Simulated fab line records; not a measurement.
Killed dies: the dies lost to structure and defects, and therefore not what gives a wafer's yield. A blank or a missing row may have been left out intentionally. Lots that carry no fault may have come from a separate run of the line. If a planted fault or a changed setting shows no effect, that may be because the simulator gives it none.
The tool behind it: which one? | flow berkeleyCmos170 | 14 lots with 42 wafers sampled at 2 steps, on a route of 331 steps

WHAT THE GAUGES SHOWED, per wafer
UCB170_SDANNEAL_RS_MEAS_04: uses a four-point probe to measure. Usual: PLDD_RS gives 1032.2 ohm/sq (standard deviation 2.9).
lot  | measured     | on           | PLDD_RS (ohm/sq)     | flag
L292 | day 7 15:17  | filmMetro-04 | 1028.8 1029.1 1032.1 | 
L293 | day 7 14:11  | filmMetro-03 | 1033.6 1028.5 1031.3 | 
L294 | day 7 15:05  | filmMetro-03 | 1027.8 1029.1 1025.7 | 
L295 | day 7 20:32  | filmMetro-04 | 1045.1 1045.0 1043.5 | OFF
L296 | day 7 20:29  | filmMetro-02 | 1043.1 1042.9 1040.3 | OFF
L297 | day 8 05:47  | filmMetro-03 | 1033.4 1031.5 1028.7 | 
L298 | day 8 05:49  | filmMetro-04 | 1034.3 1032.1 1034.0 | 
L299 | day 8 06:16  | filmMetro-03 | 1033.0 1026.3 1030.5 | 
L303 | day 9 09:56  | filmMetro-03 | 1030.7 1029.1 1026.1 | 
L309 | day 10 15:43 | filmMetro-03 | 1035.1 1038.0 1033.1 | 
L310 | day 10 16:07 | filmMetro-02 | 1031.0 1033.2 1032.4 | 
L311 | day 11 06:48 | filmMetro-03 | 1032.4 1034.7 1035.9 | 
L312 | day 11 07:14 | filmMetro-04 | 1032.7 1029.3 1033.3 | 
L313 | day 11 16:43 | filmMetro-04 | 1034.3 1032.0 1036.1 | 

TOOL THAT RAN EACH LOT (tool first, then ch and the chambers of the sampled wafers, then the start)
lot  | UCB170_SPACER_ANNEAL_02
L292 | furnace-04 ch 0, day 7 06:45
L293 | furnace-04 ch 0, day 7 06:45
L294 | furnace-04 ch 0, day 7 06:45
L295 | furnace-04 ch 0, day 7 12:25
L296 | furnace-04 ch 0, day 7 12:25
L297 | furnace-02 ch 0, day 7 19:59
L298 | furnace-02 ch 0, day 7 19:59
L299 | furnace-02 ch 0, day 7 19:59
L303 | furnace-02 ch 0, day 9 01:55
L309 | furnace-02 ch 0, day 10 08:23
L310 | furnace-02 ch 0, day 10 08:23
L311 | furnace-02 ch 0, day 10 23:55
L312 | furnace-02 ch 0, day 10 23:55
L313 | furnace-04 ch 0, day 11 09:12
- UCB170_SPACER_ANNEAL_02: time 1800 s.

WHAT THE TOOLS THEMSELVES READ (means of the sampled wafers that have a number; where no wafer has one, the mark that the record gives instead)
The record holds no such reading with a usual standard deviation.

THE ANSWER, worked out from the rows above alone
Rule: a lot counts as off when the mean over its wafers that have a number is more than 3 standard deviations away from the usual mean. Also off: a lot with no number at a reading for which 4 or more lots have one. All remaining lots with rows at the step are treated as sound. Order of review: gauges by route order, followed by the tools' own readings, for which a lot's mean as printed above is used. The first step at which some lot is off is used, and at that step the reading that is off furthest; a lot without a number counts as furthest.
Off: L295, L296, seen at UCB170_SDANNEAL_RS_MEAS_04 (PLDD_RS).
If a tool, at a process step before that reading, ran all the lots that are off and no sound lot after the first of them, it fits. The gauges at UCB170_SDANNEAL_RS_MEAS_04 are tried like those tools. None of those tried fits.

WHAT WAS PUT IN BY THE SIMULATOR
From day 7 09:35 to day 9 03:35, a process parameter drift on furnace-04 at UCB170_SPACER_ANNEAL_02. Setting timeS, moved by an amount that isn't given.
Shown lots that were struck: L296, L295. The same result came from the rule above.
